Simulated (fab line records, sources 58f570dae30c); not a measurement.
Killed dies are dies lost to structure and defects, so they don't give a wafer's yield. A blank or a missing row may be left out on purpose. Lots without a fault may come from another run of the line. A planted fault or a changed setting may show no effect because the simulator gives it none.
Chamber matching | flow berkeley_cmos170 | UCB170_V2_CMP_02 on cmp-01: 4 sister chambers
The step polishes SiO2. 8 wafers are shown with their chamber, then 7 later ones without.

WAFERS WITH THEIR CHAMBER
wafer  | chamber | motor_current_A (A) | head_pressure_psi (psi)
L923.5 | 0       | 16.8                | 5.998
L923.6 | 1       | 16.0                | 5.979
L925.6 | 3       | 20.1                | 6.020
L928.2 | 3       | 19.4                | 5.996
L928.3 | 2       | 15.2                | 6.007
L928.6 | 2       | 15.3                | 5.997
L931.3 | 0       | 17.8                | 5.985
L931.4 | 1       | 15.4                | 6.002

WAFERS WITHOUT THEIR CHAMBER
wafer  | motor_current_A (A) | head_pressure_psi (psi)
L931.5 | 21.0                | 5.985
L940.2 | 15.3                | 6.006
L940.4 | 17.1                | 5.973
L940.6 | 16.7                | 5.992
L942.2 | 15.4                | 5.980
L942.5 | 20.1                | 5.989
L942.6 | 17.0                | 6.003

WHICH CHAMBER EACH WENT THROUGH
wafer  | from the rows above          | in truth
L931.5 | 3                            | 3
L940.2 | can't be placed: 2 or 1      | 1
L940.4 | can't be placed: 0 or 1      | 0
L940.6 | can't be placed: 0 or 1 or 2 | 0
L942.2 | can't be placed: 1 or 2      | 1
L942.5 | 3                            | 3
L942.6 | can't be placed: 0 or 1      | 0
Placed correctly: 2 of 7. Can't be placed from these rows: 5 (the true chamber is among the candidates in 5). Placed wrongly: 0.
How it was worked out, from the rows above alone: a wafer's distance from a chamber is the root of the sum, over the readings, of the square of ((its reading less the chamber's mean) divided by the reading's scatter). The wafer belongs to the nearest chamber; if the next one is less than 2 further off, it can't be placed. A chamber's mean is the mean of its shown wafers. The scatter: the root of (the sum of the squares of (reading less its chamber's mean) over the shown wafers, divided by (wafers less chambers)).
